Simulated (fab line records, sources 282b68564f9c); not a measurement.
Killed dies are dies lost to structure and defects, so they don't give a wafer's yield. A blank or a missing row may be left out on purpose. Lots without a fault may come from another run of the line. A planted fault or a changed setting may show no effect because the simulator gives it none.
Tool commonality check | flow rit_cmos | 14 lots, 42 wafers sampled

WHY IT WAS OPENED
At RIT_SDANNEAL_RS_MEAS_05 the reading NSD_RS is flagged on 2 of 14 lots. Wafers without a fault read 84.51 ohm/sq, standard deviation 0.3.
Rule: a lot is flagged when every wafer of it that has a number lies more than 4 standard deviations from that mean, or none has a number. The other lots count as sound.

lot  | measured    | on            | NSD_RS (ohm/sq), wafer by wafer | flag
L352 | day 3 01:31 | film_metro-03 | 84.33 84.49 84.21               |
L353 | day 3 10:58 | film_metro-04 | 84.68 84.35 84.34               |
L354 | day 3 13:18 | film_metro-03 | 84.38 84.41 84.28               |
L355 | day 3 17:24 | film_metro-01 | 84.34 84.49 84.14               |
L356 | day 3 21:33 | film_metro-03 | 86.26 86.32 86.36               | FLAGGED
L357 | day 4 02:41 | film_metro-03 | 86.15 86.29 86.06               | FLAGGED
L360 | day 4 18:22 | film_metro-04 | 84.46 84.99 84.60               |
L366 | day 6 02:05 | film_metro-01 | 84.90 84.73 84.87               |
L367 | day 6 04:44 | film_metro-01 | 84.45 84.34 84.20               |
L369 | day 6 16:20 | film_metro-03 | 84.37 84.39 84.49               |
L370 | day 6 20:16 | film_metro-04 | 84.21 84.43 84.22               |
L371 | day 7 01:49 | film_metro-03 | 84.33 84.15 84.23               |
L374 | day 7 16:47 | film_metro-03 | 83.98 84.06 84.17               |
L375 | day 7 21:15 | film_metro-01 | 84.36 84.43 84.83               |
The numbers of the flagged lots are 86.24 ohm/sq on average: +1.73 ohm/sq against the usual, or +6 standard deviations.

WHICH TOOL RAN EACH LOT
The record holds 2 process steps before the reading, out of a route of 202 steps. In each cell: the tool, then ch and the chambers that the sampled wafers went through, then the start.
lot  | flag    | RIT_NSD_IMPLANT_08             | RIT_SDANNEAL_RTA_03
L352 |         | implanter-01 ch 0, day 2 23:02 | rtp_anneal-01 ch 0, day 3 01:20
L353 |         | implanter-01 ch 0, day 3 08:35 | rtp_anneal-02 ch 0, day 3 10:47
L354 |         | implanter-01 ch 0, day 3 10:56 | rtp_anneal-01 ch 0, day 3 13:07
L355 |         | implanter-01 ch 0, day 3 15:02 | rtp_anneal-02 ch 0, day 3 17:14
L356 | FLAGGED | implanter-01 ch 0, day 3 19:04 | rtp_anneal-01 ch 0, day 3 21:22
L357 | FLAGGED | implanter-01 ch 0, day 4 00:20 | rtp_anneal-02 ch 0, day 4 02:30
L360 |         | implanter-02 ch 0, day 4 15:53 | rtp_anneal-01 ch 0, day 4 18:11
L366 |         | implanter-02 ch 0, day 5 23:31 | rtp_anneal-01 ch 0, day 6 01:54
L367 |         | implanter-04 ch 0, day 6 02:23 | rtp_anneal-02 ch 0, day 6 04:34
L369 |         | implanter-02 ch 0, day 6 13:46 | rtp_anneal-01 ch 0, day 6 16:10
L370 |         | implanter-02 ch 0, day 6 17:35 | rtp_anneal-02 ch 0, day 6 20:04
L371 |         | implanter-02 ch 0, day 6 23:20 | rtp_anneal-01 ch 0, day 7 01:38
L374 |         | implanter-01 ch 0, day 7 14:05 | rtp_anneal-02 ch 0, day 7 16:36
L375 |         | implanter-02 ch 0, day 7 18:33 | rtp_anneal-02 ch 0, day 7 21:04
What these steps do:
- RIT_NSD_IMPLANT_08
- RIT_SDANNEAL_RTA_03: time 5 s.
- RIT_SDANNEAL_RS_MEAS_05: measures by four-point-probe.

FLAGGED OVER TOTAL, TOOL BY TOOL (the gauges that took the reading come last)
step                    | tool          | lots run | flagged | share of the flagged lots | sound lots run after its first flagged lot
RIT_NSD_IMPLANT_08      | implanter-01  | 7        | 2       | all                       | 1 (L374)
RIT_NSD_IMPLANT_08      | implanter-02  | 6        | 0       | none                      | -
RIT_NSD_IMPLANT_08      | implanter-04  | 1        | 0       | none                      | -
RIT_SDANNEAL_RTA_03     | rtp_anneal-01 | 7        | 1       | some                      | 4 (L360,L366,L369,L371)
RIT_SDANNEAL_RTA_03     | rtp_anneal-02 | 7        | 1       | some                      | 4 (L367,L370,L374,L375)
RIT_SDANNEAL_RS_MEAS_05 | film_metro-01 | 4        | 0       | none                      | -
RIT_SDANNEAL_RS_MEAS_05 | film_metro-03 | 7        | 2       | all                       | 3 (L369,L371,L374)
RIT_SDANNEAL_RS_MEAS_05 | film_metro-04 | 3        | 0       | none                      | -

WHAT THE TABLE ALLOWS
2 rows of the table ran every flagged lot: implanter-01 at RIT_NSD_IMPLANT_08, film_metro-03 at RIT_SDANNEAL_RS_MEAS_05.
- implanter-01 at RIT_NSD_IMPLANT_08: 2 of its 7 lots flagged. Sound lots ran on it after the first flagged one (L374), which a lasting fault on the whole tool wouldn't allow. Its own readings lie more than 4 standard deviations out on every wafer of the flagged lots: dose_ions_cm2.
- film_metro-03 at RIT_SDANNEAL_RS_MEAS_05: 2 of its 7 lots flagged. Sound lots ran on it after the first flagged one (L369, L371, L374), which a lasting fault on the whole tool wouldn't allow.
No row of the table ran every flagged lot and no sound lot after the first.

WHAT THE SIMULATOR HAD PUT IN
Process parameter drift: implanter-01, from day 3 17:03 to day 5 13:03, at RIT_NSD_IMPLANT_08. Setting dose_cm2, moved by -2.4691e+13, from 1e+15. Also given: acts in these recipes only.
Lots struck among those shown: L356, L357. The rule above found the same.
